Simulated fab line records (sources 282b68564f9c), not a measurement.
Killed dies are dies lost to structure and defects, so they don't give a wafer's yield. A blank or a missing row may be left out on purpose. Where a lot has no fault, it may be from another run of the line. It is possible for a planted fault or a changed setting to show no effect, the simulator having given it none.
fab line records    flow rit-cmos
[record] lots = 6  wafers = 18  last-day = 7
route steps=202 shown GATE@75 FOX2@80 M1@202
lots that met no fault: taken from a fault-free run of the same line
start-h: hours from the record's first day to the start of the lot's first wafer shown    wait-h: hours from the lot's prior step to this one    " as in the row above    L1.1+2: a single row standing in for several wafers    - no value, or no start was given    * or withheld: withheld    < > ~ a bound
route shown NAME@n: a module of which the file shows steps, and the number in the route of the first    usual: mean and standard deviation over wafers with no fault    same: alike in all rows    chamber/n: place in a boat    sites: the reading at each site    _std_site: standard deviation of those values    _edge_site: inner sites' mean taken away from outer sites' mean    radius-mm: how far each site lies from the wafer's centre    mask NAME#n: copy n    behind: tool/chamber where the wafer was last shaped    hold: why the lot went on hold/how many hours it stayed there/how the hold came to an end    device: which transistor (n, p or np) failed to switch    end of line: tests of these same wafers at the route's end    a step with no rows: only its recipe    killed: count of dies lost to structure and defects at first sort (not the wafer's yield)    map: a wafer's dies, x killed, . not, _ none there
set.NAME: the run value of the setting; set.NAME@STEP: its run value at that earlier step    model.NAME: the simulator's own value behind a step, which no gauge read
lots seen at some steps along the route; tables by step, rows by wafer
services: a tool's chamber out of use, with start hour (start-h, from the record's first day; less than 0 if before it), hours out, and reason
[[steps]]
[step RIT_GATE_WET_ETCH_00]
[recipe] chemistry = BOE  target = SiO2  target-depth-nm = 56  time-s = 60  dry = n2-spin  dilution = 10:1  temp-c = 21.5
[step RIT_GATE_CLEAN_01]
[recipe] chemistry = SC1  mix = 3:3:50  time-s = 600  temp-c = 75
[step RIT_GATE_CLEAN_02]
[recipe] chemistry = dHF  dilution = 50:1  time-s = 30
[step RIT_GATE_CLEAN_03]
[recipe] chemistry = SC2  mix = 3:3:50  time-s = 600  temp-c = 75  dry = n2-spin
[step RIT_GATE_CLEAN_04]
[recipe] chemistry = dHF  dilution = 50:1  time-s = 60  dry = n2-spin
[step RIT_FOX2_THK_MEAS_91]
[recipe] reads = SiO2_of_FOX2_OXIDATION_00
[usual] FIELD_OXIDE_LEFT_2_THK = 257/5.9
lot.wafer  tool           chamber  start-h  wait-h  FIELD_OXIDE_LEFT_2_THK[nm]
L676.1     film-metro-02  -        37.86    0.0     264
L676.3     "              -        "        "       258
L676.4     "              -        "        "       255
L677.1     film-metro-04  -        42.43    0.0     260
L677.3     "              -        "        "       263
L677.6     "              -        "        "       262
L681.1     film-metro-01  -        64.34    0.0     243
L681.2     "              -        "        "       243
L681.4     "              -        "        "       236
L687.1     film-metro-02  -        95.79    0.0     248
L687.2     "              -        "        "       256
L687.6     "              -        "        "       252
L689.2     film-metro-02  -        105.15   0.0     262
L689.5     "              -        "        "       266
L689.6     "              -        "        "       264
L696.1     film-metro-01  -        139.69   0.0     253
L696.4     "              -        "        "       251
L696.5     "              -        "        "       255
[step RIT_GATE_OXIDATION_05]
[recipe] temp-c = 900  ambient = O2  target-thk-a = 30  ox-time-s = 270
[step RIT_GATE_ANNEAL_06]
[recipe] temp-c = 900  time-s = 600  ambient = N2O
[step RIT_GATE_THK_MEAS_07]
[recipe] reads = SiO2_of_GATE_OXIDATION_05
[usual] GATE_OXIDE_THK = 3.03/0.06
lot.wafer  tool           chamber  start-h  wait-h  GATE_OXIDE_THK[nm]
L676.1     film-metro-04  -        40.69    0.0     2.95
L676.3     "              -        "        "       3.09
L676.4     "              -        "        "       3.04
L677.1     film-metro-02  -        43.82    0.0     3.08
L677.3     "              -        "        "       3.00
L677.6     "              -        "        "       2.98
L681.1     film-metro-04  -        65.73    0.0     3.01
L681.2     "              -        "        "       3.05
L681.4     "              -        "        "       3.01
L687.1     film-metro-04  -        97.18    0.0     3.02
L687.2     "              -        "        "       3.07
L687.6     "              -        "        "       3.01
L689.2     film-metro-01  -        108.47   0.0     3.05
L689.5     "              -        "        "       3.02
L689.6     "              -        "        "       3.10
L696.1     film-metro-01  -        141.08   0.0     3.06
L696.4     "              -        "        "       3.03
L696.5     "              -        "        "       3.03
[step RIT_GATE_CVD_08]
[recipe] material = poly-Si  target-thk-nm = 250  temp-c = 610  precursor = SiH4  time-s = 2220  pressure-mtorr = 300  sih4-flow-sccm = 100
[step RIT_GATE_THK_MEAS_09]
[recipe] reads = poly-Si_of_GATE_CVD_08
[usual] GATE_POLY_THK = 250.0/2.4
lot.wafer  tool           chamber  start-h  wait-h  GATE_POLY_THK[nm]
L676.1     film-metro-01  -        42.37    0.0     247.1
L676.3     "              -        "        "       246.5
L676.4     "              -        "        "       246.9
L677.1     film-metro-01  -        45.49    0.0     250.4
L677.3     "              -        "        "       249.8
L677.6     "              -        "        "       249.8
L681.1     film-metro-02  -        67.40    0.0     249.6
L681.2     "              -        "        "       249.3
L681.4     "              -        "        "       248.3
L687.1     film-metro-04  -        99.66    0.0     252.4
L687.2     "              -        "        "       251.9
L687.6     "              -        "        "       250.5
L689.2     film-metro-04  -        110.95   0.0     249.1
L689.5     "              -        "        "       249.1
L689.6     "              -        "        "       249.7
L696.1     film-metro-02  -        143.56   0.0     253.7
L696.4     "              -        "        "       252.3
L696.5     "              -        "        "       255.3
[step RIT_GATE_HMDS_10]
[recipe] prime-time-s = 60  prime-temp-c = 140
[step RIT_GATE_COAT_11]
[recipe] resist = NOVOLAK  spin-rpm = 4250  resist-thk-nm = 850
[usual] dispense-pressure-kPa = 49.2/1.7  spin-speed-rpm = 4249.8/2.2
lot.wafer  tool            chamber  start-h  wait-h  dispense-pressure-kPa  spin-speed-rpm  model.NOVOLAK_of_GATE_COAT_11.thk-nm
L676.1     litho-track-03  0        42.58    0.1     46.7                   4248.5          845
L676.3     "               0        "        "       46.7                   4248.5          844
L676.4     "               0        "        "       46.7                   4252.7          847.2
L677.1     litho-track-04  0        45.70    0.1     50.3                   4247.4          853
L677.3     "               0        "        "       50.3                   4247.6          848.9
L677.6     "               0        "        "       50.3                   4253.2          850.2
L681.1     litho-track-03  0        67.61    0.1     46.6                   4040.8          867.8
L681.2     "               0        "        "       46.6                   4039.4          871
L681.4     "               0        "        "       46.6                   4040.7          867
L687.1     litho-track-03  0        99.87    0.1     46.6                   4041.9          867.1
L687.2     "               0        "        "       46.6                   4044.9          868.2
L687.6     "               0        "        "       46.7                   4041.1          864.1
L689.2     litho-track-04  0        111.26   0.1     50.2                   4249.0          852.1
L689.5     "               0        "        "       50.2                   4250.2          854.4
L689.6     "               0        "        "       50.2                   4249.9          855.5
L696.1     litho-track-04  0        143.77   0.1     50.3                   4250.1          853.6
L696.4     "               0        "        "       50.3                   4247.5          855.4
L696.5     "               0        "        "       50.3                   4252.4          857.3
[step RIT_GATE_SOFTBAKE_12]
[recipe] resist = NOVOLAK  temp-c = 90  time-s = 60
[step RIT_GATE_EXPOSE_13]
[recipe] mask-id = M6  na = 0.6  source-shape = conventional  sigma-outer = 0.6  target-cd-nm = 150  dose-mj = 380
[step RIT_GATE_PEB_14]
[recipe] resist = NOVOLAK  temp-c = withheld  time-s = withheld
[step RIT_GATE_DEVELOP_15]
[recipe] resist = NOVOLAK  develop-time-s = 50  dev-temp-c = 23
[step RIT_GATE_CD_MEAS_16]
[recipe] target-cd-nm = 150
[usual] cd-nm = 149.1/2.4
lot.wafer  tool       chamber  start-h  wait-h  cd-nm
L676.1     cd-sem-01  -        43.28    -       145.5
L676.3     "          -        "        "       145.5
L676.4     "          -        "        "       148.1
L677.1     cd-sem-01  -        46.40    -       151.4
L677.3     "          -        "        "       151.4
L677.6     "          -        "        "       151.3
L681.1     cd-sem-01  -        68.31    -       154.0
L681.2     "          -        "        "       155.8
L681.4     "          -        "        "       155.2
L687.1     cd-sem-02  -        100.70   -       150.7
L687.2     "          -        "        "       150.1
L687.6     "          -        "        "       150.4
L689.2     cd-sem-01  -        112.08   -       150.2
L689.5     "          -        "        "       150.6
L689.6     "          -        "        "       151.7
L696.1     cd-sem-01  -        144.67   -       147.0
L696.4     "          -        "        "       147.3
L696.5     "          -        "        "       146.5
[step RIT_GATE_OVL_MEAS_17]
[usual] GATE_OVL = -0.6/1.3
lot.wafer  tool        chamber  start-h  wait-h  GATE_OVL[nm]
L676.1     overlay-01  -        43.40    0.1     0.8
L676.3     "           -        "        "       -0.4
L676.4     "           -        "        "       0.6
L677.1     overlay-02  -        46.52    0.1     -1.5
L677.3     "           -        "        "       -0.7
L677.6     "           -        "        "       -0.5
L681.1     overlay-02  -        68.43    0.1     -1.2
L681.2     "           -        "        "       -0.7
L681.4     "           -        "        "       -0.6
L687.1     overlay-02  -        100.82   0.1     0.2
L687.2     "           -        "        "       -0.5
L687.6     "           -        "        "       -1.3
L689.2     overlay-01  -        112.18   0.1     0.3
L689.5     "           -        "        "       0.4
L689.6     "           -        "        "       1.6
L696.1     overlay-01  -        144.79   0.1     0.3
L696.4     "           -        "        "       -0.3
L696.5     "           -        "        "       -2.2
[step RIT_GATE_HARDBAKE_18]
[recipe] resist = NOVOLAK  temp-c = 140  time-s = 60
[step RIT_GATE_ETCH_19]
[recipe] chemistry = SF6/CHF3/O2  time-s = 165  SF6_flow_sccm = 30  CHF3_flow_sccm = 30  O2_flow_sccm = 5  target = poly-Si  pressure-mtorr = 40  rf-w = 160  target-depth-a = 3125  over-etch-frac = 0.25  stop-on = SiO2
[usual] SF6_flow_sccm = 30.00/0.091  drypump-motor-current-A = 6.0/0.45  oes-product-au = 0.848/0.018  throttle-valve-pct = 10.27/0.11
[same] over-etch-frac = 0.25
lot.wafer  tool       chamber  start-h  wait-h  SF6_flow_sccm  drypump-motor-current-A  oes-product-au  rf-hours-counter-h  throttle-valve-pct  model.NOVOLAK_of_GATE_COAT_11.thk-nm  model.GATE.cd-nm
L676.1     rie-si-01  1        43.58    0.1     29.88          5.6                      0.847           128                 10.10               666                                   145.1
L676.3     "          3        "        "       30.04          6.6                      0.830           58                  10.29               664.5                                 145.7
L676.4     "          0        "        "       29.99          5.6                      0.842           92                  10.34               666.6                                 148.2
L677.1     rie-si-02  1        46.71    0.1     30.02          5.7                      0.864           63                  10.24               673.9                                 151.7
L677.3     "          0        "        "       30.10          5.7                      0.819           20                  10.24               669.7                                 151.9
L677.6     "          0        "        "       30.05          5.7                      0.824           -                   10.26               671.6                                 151.1
L681.1     rie-si-02  0        68.62    0.1     30.01          5.7                      0.817           21                  10.25               686.8                                 154.2
L681.2     "          1        "        "       30.07          5.7                      0.862           63                  10.26               689.9                                 156.1
L681.4     "          2        "        "       30.16          6.3                      0.831           0                   10.12               686.1                                 155.2
L687.1     rie-si-02  2        101.00   0.1     29.83          6.3                      0.844           0                   10.09               686.7                                 150.9
L687.2     "          3        "        "       29.96          6.7                      0.870           3                   10.44               685.7                                 150.4
L687.6     "          3        "        "       29.94          6.7                      0.866           -                   10.45               681.9                                 150.2
L689.2     rie-si-02  2        112.36   0.1     29.92          6.3                      0.821           0                   10.10               673.6                                 149.9
L689.5     "          2        "        "       29.97          6.3                      0.838           -                   10.10               675.1                                 150.7
L689.6     "          3        "        "       30.18          6.7                      0.860           -                   10.47               674.1                                 152.1
L696.1     rie-si-01  1        145.16   0.1     29.91          5.6                      0.859           129                 10.09               672.6                                 147.1
L696.4     "          0        "        "       30.06          5.6                      0.864           93                  10.35               673.4                                 147.3
L696.5     "          2        "        "       29.85          5.6                      0.879           -                   10.30               676.9                                 146.5
[step RIT_GATE_STRIP_20]
[recipe] chemistry = O2  time-s = 180  resist = NOVOLAK  platen-temp-c = withheld  power-w = 500  pressure-mtorr = 4000  o2-flow-sccm = 4000
[usual] drypump-motor-current-A = 6.0/0.4
lot.wafer  tool             chamber  start-h  wait-h  drypump-motor-current-A  rf-hours-counter-h
L676.1     plasma-asher-03  0        43.69    0.1     6.4                      40
L676.3     "                1        "        "       5.3                      -
L676.4     "                0        "        "       6.4                      -
L677.1     plasma-asher-01  0        46.82    0.1     5.8                      25
L677.3     "                0        "        "       5.8                      -
L677.6     "                1        "        "       6.3                      -
L681.1     plasma-asher-01  1        68.73    0.1     6.3                      27
L681.2     "                0        "        "       5.9                      27
L681.4     "                1        "        "       6.3                      -
L687.1     plasma-asher-02  0        101.11   0.1     6.6                      45
L687.2     "                1        "        "       5.7                      45
L687.6     "                1        "        "       5.7                      -
L689.2     plasma-asher-01  1        112.47   0.1     6.3                      32
L689.5     "                0        "        "       5.8                      -
L689.6     "                1        "        "       6.3                      -
L696.1     plasma-asher-01  1        145.27   0.1     6.3                      36
L696.4     "                1        "        "       6.3                      -
L696.5     "                1        "        "       6.3                      -
[step RIT_M1_PROBE_99]
[usual] killed-at-contacts = 0.1/0.24  killed-at-front-end = 7.1/3  killed-dies = 7.2/3  killed-open = 3.7/2  killed-short = 3.5/2
[same] gross-dies = 264  killed_at_M0_to_M3 = 0  killed_at_M4_up = 0  killed-at-back-side = 0  killed-at-other = 0
lot.wafer  tool       chamber  start-h  wait-h  killed-at-contacts  killed-at-front-end  killed-dies  killed-open  killed-short  model.etest.ppoly-line.line-ohm-um  model.etest.npoly-line.width-nm  model.etest.ppoly-line.width-nm
L676.1     prober-02  -        64.58    0.1     0                   11                   11           4            7             173.1                               96.41                            96.69
L676.3     prober-02  -        64.68    0.2     0                   11                   11           5            6             166.2                               97.09                            97.68
L676.4     prober-02  -        64.73    0.2     0                   8                    8            6            2             166.2                               99.28                            100.3
L677.1     prober-01  -        67.67    0.1     0                   5                    5            1            4             159.1                               103.1                            104.5
L677.3     prober-01  -        67.77    0.2     0                   12                   12           5            7             158.3                               104                              104.8
L677.6     prober-01  -        67.92    0.2     0                   7                    7            6            1             156.3                               103.2                            104.5
L681.1     prober-01  -        90.63    0.1     0                   12                   12           6            6             151.4                               106.1                            106.5
L681.2     prober-01  -        90.68    0.1     0                   6                    6            2            4             153.3                               108.4                            107.8
L681.4     prober-01  -        90.78    0.2     0                   6                    6            1            5             152.6                               107                              107.1
L687.1     prober-01  -        122.56   0.1     0                   10                   10           5            5             159.2                               102.2                            102.8
L687.2     prober-01  -        122.61   0.1     0                   6                    6            3            3             158.8                               102.2                            103.2
L687.6     prober-01  -        122.81   0.2     0                   12                   12           5            7             159.1                               102.5                            103.2
L689.2     prober-01  -        135.92   0.1     0                   9                    9            4            5             165.4                               102                              102.9
L689.5     prober-01  -        136.07   0.2     1                   4                    5            1            4             159                                 102.6                            103.2
L689.6     prober-01  -        136.12   0.2     1                   8                    9            4            5             158.2                               103.8                            104.8
L696.1     prober-02  -        165.45   0.1     0                   3                    3            0            3             165                                 98.97                            100.1
L696.4     prober-02  -        165.60   0.2     0                   10                   10           5            5             160.7                               99.33                            100
L696.5     prober-02  -        165.65   0.2     0                   9                    9            2            7             166.7                               98.75                            99.18
// killed by level:class
L676.1 GATE:geometric-particle:short=6 REOX:geometric-particle:open=2 FOX1:geometric-particle:open=1 FOX2:geometric-particle:short=1 GATE:geometric-particle:open=1
L676.3 GATE:geometric-particle:short=5 GATE:geometric-particle:open=4 FOX1:geometric-particle:open=1 SPACER:geometric-particle:short=1
L676.4 FOX1:geometric-particle:open=2 FOX1:geometric-particle:short=2 FOX2:geometric-particle:open=1 GATE:geometric-particle:open=1 REOX:geometric-particle:open=1 SPACER:geometric-particle:open=1
L677.1 GATE:geometric-particle:short=2 GATE:geometric-particle:open=1 REOX:geometric-particle:short=1 SPACER:geometric-particle:short=1
L677.3 FOX1:geometric-particle:short=2 FOX2:geometric-particle:open=2 SPACER:geometric-particle:open=2 SILICIDE:geometric-particle:short=2 FOX2:geometric-particle:short=1 GATE:geometric-particle:short=1 SPACER:geometric-particle:short=1 SILICIDE:geometric-particle:open=1
L677.6 FOX2:geometric-particle:open=2 GATE:geometric-particle:open=2 REOX:geometric-particle:short=1 FOX1:geometric-particle:open=1 SILICIDE:geometric-particle:open=1
L681.1 FOX2:geometric-particle:open=3 GATE:geometric-particle:short=3 REOX:geometric-particle:short=2 FOX1:geometric-particle:open=1 GATE:geometric-particle:open=1 REOX:geometric-particle:open=1 SPACER:geometric-particle:short=1
L681.2 GATE:geometric-particle:short=2 FOX2:geometric-particle:short=1 SPACER:geometric-particle:open=1 SILICIDE:geometric-particle:open=1 SILICIDE:geometric-particle:short=1
L681.4 SPACER:geometric-particle:short=2 FOX2:geometric-particle:short=1 GATE:geometric-particle:short=1 SILICIDE:geometric-particle:open=1 SILICIDE:geometric-particle:short=1
L687.1 FOX2:geometric-particle:short=2 REOX:geometric-particle:open=2 REOX:geometric-particle:short=2 FOX2:geometric-particle:open=1 GATE:geometric-particle:short=1 GATE:geometric-particle:open=1 SPACER:geometric-particle:open=1
L687.2 REOX:geometric-particle:open=2 GATE:geometric-particle:short=1 GATE:geometric-particle:open=1 REOX:geometric-particle:short=1 SILICIDE:geometric-particle:short=1
L687.6 GATE:geometric-particle:open=4 GATE:geometric-particle:short=3 FOX2:geometric-particle:short=2 FOX1:geometric-particle:open=1 REOX:geometric-particle:short=1 SPACER:geometric-particle:short=1
L689.2 SILICIDE:geometric-particle:short=3 GATE:geometric-particle:open=2 REOX:geometric-particle:open=2 FOX1:geometric-particle:short=1 GATE:geometric-particle:short=1
L689.5 FOX1:geometric-particle:short=1 GATE:geometric-particle:short=1 REOX:geometric-particle:short=1 SILICIDE:geometric-particle:short=1 CONTACT:geometric-particle:open=1
L689.6 SILICIDE:geometric-particle:open=2 SILICIDE:geometric-particle:short=2 GATE:geometric-particle:open=1 GATE:geometric-particle:short=1 REOX:geometric-particle:short=1 REOX:geometric-particle:open=1 CONTACT:geometric-particle:short=1
L696.1 REOX:geometric-particle:short=2 FOX1:geometric-particle:short=1
L696.4 FOX1:geometric-particle:open=2 FOX1:geometric-particle:short=2 GATE:geometric-particle:open=2 REOX:geometric-particle:short=2 FOX2:geometric-particle:open=1 SILICIDE:geometric-particle:short=1
L696.5 GATE:geometric-particle:short=3 REOX:geometric-particle:open=2 FOX1:geometric-particle:short=1 FOX2:geometric-particle:short=1 REOX:geometric-particle:short=1 SPACER:geometric-particle:short=1
[[services]]
tool             chamber  start-h  hours  kind
plasma-asher-03  -        20.85    0.4    repair
rie-si-02        2        30.31    -      clean
rie-si-02        2        30.31    19.2   scheduled-down
rie-si-02        2        30.31    19.2   vent-cycle
plasma-asher-02  -        34.92    0.8    repair
plasma-asher-03  -        66.92    2.8    pm
rie-si-02        3        117.21   3.4    repair
[[key]]
[first-sign] step = RIT_GATE_COAT_11  reading = spin-speed-rpm  direction = down  sigmas = 96  usual = 4249.8  struck = 4041.5
[effect] step = RIT_GATE_CD_MEAS_16  reading = cd-nm  direction = up  sigmas = 1.5  usual = 149.1  struck = 152.7
[model-effect] step = RIT_GATE_COAT_11  value = NOVOLAK_of_GATE_COAT_11.thk-nm  without = 846.2  struck = 867.5
[model-effect] step = RIT_GATE_ETCH_19  value = NOVOLAK_of_GATE_COAT_11.thk-nm  without = 667.5  struck = 686.2
[model-effect] step = RIT_M1_PROBE_99  value = etest.ppoly-line.line-ohm-um  without = 161.9  struck = 155.7
met-at RIT_GATE_COAT_11
struck-wafers L681.1,L681.2,L681.4,L687.1,L687.2,L687.6
tester-left-out L681,L687
onset-between 42.58 67.61
[fault] kind = process-parameter-drift  tool = litho-track-03  chamber = -  onset-h = 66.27  steps = RIT_GATE_COAT_11  channel = spin-rpm  offset = -206.7  shape = step  end-h = 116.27  acts-in = these-recipes-only  stated = 4250
// tester-left-out: of these lots the tester's yield and bins aren't shown, on N5 and GAA mostly nor the transistor test; their killed dies are dies lost to structure and defects alone, not to doping, threshold or leakage, so they don't give the yield
